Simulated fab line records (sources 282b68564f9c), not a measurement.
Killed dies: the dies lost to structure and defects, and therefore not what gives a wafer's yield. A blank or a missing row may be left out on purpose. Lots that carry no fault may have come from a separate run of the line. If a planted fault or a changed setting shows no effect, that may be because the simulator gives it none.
Which tool was responsible?    flow rit-cmos    14 lots, 42 wafers sampled, at 3 steps of a route of 202

== WHAT THE GAUGES READ, wafer by wafer ==
RIT_PWELL_TW_MEAS_10.
lot   measured     on             PWELL_TW
L290  day 2 04:41  film-metro-04  948 944 947
L292  day 2 13:33  film-metro-04  944 944 944
L293  day 2 19:49  film-metro-02  963 975 964
L294  day 3 00:29  film-metro-04  956 951 950
L295  day 3 07:22  film-metro-01  962 962 962
L297  day 3 15:07  film-metro-02  962 964 964
L298  day 3 19:21  film-metro-04  1036 1035 1034
L301  day 4 11:53  film-metro-04  951 949 949
L303  day 4 20:38  film-metro-04  949 947 952
L304  day 5 01:23  film-metro-02  1051 1051 1050
L306  day 5 12:58  film-metro-02  965 960 968
L307  day 5 17:36  film-metro-02  957 966 959
L308  day 5 21:23  film-metro-01  957 958 949
L312  day 6 20:20  film-metro-02  959 955 963

RIT_WELLDRIVE_RS_MEAS_02: the measuring method here is four-point-probe.
lot   measured     on             PWELL_RS (ohm/sq)
L290  day 2 09:56  film-metro-02  429.3 430.1 429.0
L292  day 2 19:05  film-metro-04  430.0 430.2 429.3
L293  day 3 01:08  film-metro-02  428.3 428.4 430.2
L294  day 3 06:13  film-metro-02  429.7 430.1 431.7
L295  day 3 12:37  film-metro-02  429.0 428.5 429.3
L297  day 3 20:23  film-metro-01  431.1 430.5 431.0
L298  day 4 01:28  film-metro-04  364.9 365.7 365.1
L301  day 4 17:10  film-metro-04  429.9 430.0 430.3
L303  day 5 01:55  film-metro-02  429.0 428.4 429.6
L304  day 5 06:38  film-metro-04  364.4 365.8 365.7
L306  day 5 18:15  film-metro-02  427.3 428.4 428.3
L307  day 5 22:53  film-metro-02  430.4 429.6 430.2
L308  day 6 02:40  film-metro-01  429.9 430.5 429.0
L312  day 7 01:40  film-metro-02  428.6 428.6 428.6

== WHAT TOOL EACH LOT RAN ON (gives the tool, then ch and the chambers of the sampled wafers, and finally the start) ==
lot   RIT_PWELL_IMPLANT_08
L290  implanter-01 ch 0, day 2 04:21
L292  implanter-04 ch 0, day 2 13:13
L293  implanter-01 ch 0, day 2 19:29
L294  implanter-02 ch 0, day 3 00:09
L295  implanter-02 ch 0, day 3 07:02
L297  implanter-04 ch 0, day 3 14:47
L298  implanter-02 ch 0, day 3 19:02
L301  implanter-04 ch 0, day 4 11:35
L303  implanter-01 ch 0, day 4 20:20
L304  implanter-02 ch 0, day 5 01:04
L306  implanter-04 ch 0, day 5 12:34
L307  implanter-01 ch 0, day 5 17:17
L308  implanter-01 ch 0, day 5 21:05
L312  implanter-04 ch 0, day 6 20:01
- RIT_PWELL_IMPLANT_08

== AS READ BY THE TOOLS THEMSELVES (means over the sampled wafers that have a number; for cases with no such wafer, the mark the record gives instead) ==
RIT_PWELL_IMPLANT_08.
lot   tool          dose-ions-cm2  end-station-pressure-torr (Torr)  faraday-current-uA
L290  implanter-01  7e+13          5.13e-06                          219
L292  implanter-04  7e+13          5.64e-06                          223
L293  implanter-01  7e+13          5.08e-06                          221
L294  implanter-02  7e+13          5.28e-06                          223
L295  implanter-02  7e+13          4.84e-06                          219
L297  implanter-04  7e+13          5.17e-06                          223
L298  implanter-02  9e+13          5.21e-06                          291
L301  implanter-04  7e+13          5.17e-06                          221
L303  implanter-01  7e+13          5.39e-06                          220
L304  implanter-02  9e+13          5.15e-06                          291
L306  implanter-04  7e+13          5.08e-06                          222
L307  implanter-01  7e+13          5.21e-06                          223
L308  implanter-01  7e+13          5.32e-06                          215
L312  implanter-04  7e+13          5.25e-06                          226

== THE ANSWER, worked out from the rows above alone ==
Rule: the usual values come from the lots themselves. The widest of any qualifying gaps counts: lots, ordered by their means at a reading, are off when they make up no more than a third of the lots, leave a main group of 4 or more, and stand apart from it by 3 or more times the standard deviation of that group's means. Not used: any main group whose means are identical at the precision the tables above print for the reading. Also off: a lot with no number at a reading for which 4 or more lots have one. Any other lot the step has rows for is counted as sound. Order of review: gauges by route order, followed by the tools' own readings, for which a lot's mean as printed above is used. At the first step where some lot is off, the reading lying furthest off is the one used; lots without a number count as furthest.
Off: at RIT_PWELL_TW_MEAS_10 (PWELL_TW), L298, L304. Main group: mean 956, sd 7.4.
A tool fits if, at a process step before that reading, it ran every lot that is off, and no sound lot after the first of them. The gauges at RIT_PWELL_TW_MEAS_10 aren't tried: what is off there is off at RIT_PWELL_IMPLANT_08 too, on other tools, and a gauge's error can't cause that. One fits: RIT_PWELL_IMPLANT_08 on implanter-02. A fault onset in the window from L295 (day 3 07:02, its last sound lot) to L298 (day 3 19:02, its first lot off) fits.
The tool's own readings at RIT_PWELL_IMPLANT_08 bear it out: on the lots that are off they differ by more than 5 times the standard deviation of the sound lots' means. dose-ions-cm2 reads 9e+13 there against 7e+13 on the sound lots; faraday-current-uA reads 291 there against 221 on the sound lots.

== WHAT THE SIMULATOR PUT IN ==
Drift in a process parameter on implanter-02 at RIT_PWELL_IMPLANT_08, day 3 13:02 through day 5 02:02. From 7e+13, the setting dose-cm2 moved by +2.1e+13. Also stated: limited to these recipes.
Struck lots among those shown: L298, L304. This agrees with what the rule above found.
